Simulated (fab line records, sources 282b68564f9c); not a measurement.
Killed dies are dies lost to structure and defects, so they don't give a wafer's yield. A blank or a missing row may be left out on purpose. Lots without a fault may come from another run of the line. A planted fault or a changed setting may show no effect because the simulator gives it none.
Split-lot experiment | flow rit_cmos | 5 lots, 23 wafers read, on a route of 202 steps

THE SPLIT
At RIT_CONTACT_DEVELOP_07 (develop time 120 s), the setting develop_time_s was moved away from the recipe's 120 s on 8 of the 23 wafers read, by -14.6% to +14.0%. The other wafers ran this setting at the recipe's value.

FROM THE SPLIT TO THE READING: what the file shows between them, 4 steps
- RIT_CONTACT_CD_MEAS_08: target cd 1000 nm
- RIT_CONTACT_HARDBAKE_10: time 60 s
- RIT_CONTACT_ETCH_11: etches SiO2 in CHF3/CF4/Ar, stops on TiSi2, target depth 480 nm, time 320 s
- RIT_CONTACT_STRIP_12: strips in O2, time 180 s

THE READING
cd_nm, in nm, at RIT_CONTACT_CD_MEAS_90 (target cd 1000 nm). Fault-free wafers of this fab line usually give 1000.2 nm, standard deviation 1.8 nm.

wafer  | tool, chamber at the split | develop_time_s as run, s | against the recipe | cd_nm, nm | against lot-mates on the recipe
L074.1 | litho_track-02, 0          | 102.5                    | -14.6%             | 984.7     | -12.5
L074.3 | litho_track-02, 0          | 120                      | recipe             | 997.0     | -
L074.4 | litho_track-02, 0          | 120                      | recipe             | 997.6     | -
L074.5 | litho_track-02, 0          | 120                      | recipe             | 996.9     | -
L074.6 | litho_track-02, 0          | 102.5                    | -14.6%             | 986.3     | -10.9
L077.1 | litho_track-03, 0          | 120                      | recipe             | 1001.1    | -
L077.2 | litho_track-03, 0          | 120                      | recipe             | 1000.4    | -
L077.3 | litho_track-03, 0          | 136.8                    | +14.0%             | 1012.7    | +12.0
L077.4 | litho_track-03, 0          | 136.8                    | +14.0%             | 1012.4    | +11.6
L077.5 | litho_track-03, 0          | 136.8                    | +14.0%             | 1011.6    | +10.9
L082.1 | litho_track-02, 0          | 120                      | recipe             | 997.0     | -
L082.2 | litho_track-02, 0          | 120                      | recipe             | 999.4     | -
L082.3 | litho_track-02, 0          | 120                      | recipe             | 998.0     | -
L082.4 | litho_track-02, 0          | 120                      | recipe             | 999.2     | -
L082.6 | litho_track-02, 0          | 120                      | recipe             | 999.3     | -
L083.1 | litho_track-03, 0          | 120                      | recipe             | 1003.2    | -
L083.5 | litho_track-03, 0          | 120                      | recipe             | 1004.5    | -
L083.6 | litho_track-03, 0          | 120                      | recipe             | 998.6     | -
L085.1 | litho_track-03, 0          | 120                      | recipe             | 1001.6    | -
L085.2 | litho_track-03, 0          | 120                      | recipe             | 999.0     | -
L085.3 | litho_track-03, 0          | 130.6                    | +8.8%              | 1007.2    | +6.9
L085.4 | litho_track-03, 0          | 130.6                    | +8.8%              | 1006.3    | +6.0
L085.5 | litho_track-03, 0          | 130.6                    | +8.8%              | 1008.1    | +7.8

THE FIT
A straight line over all 23 wafers: cd_nm changes by +0.923 nm for each +1% of develop_time_s; r = +0.96; the points scatter about the line by 1.9 nm.
The same after taking each lot's own level away (the mean of its wafers on the recipe; 23 wafers): +0.806 nm for each +1%; r = +0.98; scatter 1.2 nm.
On that fit, the largest move of develop_time_s shifts the reading by 12 nm.
The lots' own levels span 997.17 to 1002.10 nm, that is 2.7 times the standard deviation above.
So the lot-to-lot level changes the slope: the two fits differ.
Check: with one of the wafers moved furthest among these (-14.6%) left out of the fit, the line predicts -11.5 nm for it against its lot-mates. It came out at -12.5 nm against them.

OTHER SPLITS ON THESE WAFERS
These wafers also went through other splits before the reading. Each is held against what the fit with the lots' levels taken away leaves over:
other split on the same wafers | wafers away from the commonest value | r with cd_nm (lot level and that fit taken away)
RIT_NLDD_COAT_01 resist_thk_nm | 10                                   | +0.01
RIT_PLDD_COAT_01 spin_rpm      | 9                                    | -0.20
RIT_PLDD_IMPLANT_08 energy_kev | 7                                    | -0.16
RIT_SPACER_ETCHBACK_05 time_s  | 8                                    | -0.11
RIT_NSD_IMPLANT_08 dose_cm2    | 5                                    | +0.00

THE WHOLE CHAIN: every reading that the file lists as answering this split, in the file's order
step                   | what it does                                                                | reading                                                        | change (the file's fit)               | r (the file's)
RIT_CONTACT_CD_MEAS_08 | target cd 1000 nm                                                           | cd_nm                                                          | +0.798 nm for each +1% of the setting | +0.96
RIT_CONTACT_ETCH_11    | etches SiO2 in CHF3/CF4/Ar, stops on TiSi2, target depth 480 nm, time 320 s | CONTACT.cd_nm (the simulator's own value, which no gauge read) | +0.802 nm for each +1% of the setting | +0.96
RIT_CONTACT_CD_MEAS_90 | target cd 1000 nm                                                           | cd_nm                                                          | +0.806 nm for each +1% of the setting | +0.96

THE FILE'S OWN FIT
cd_nm changes by +0.806 nm for each +1% of develop_time_s, r = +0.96.
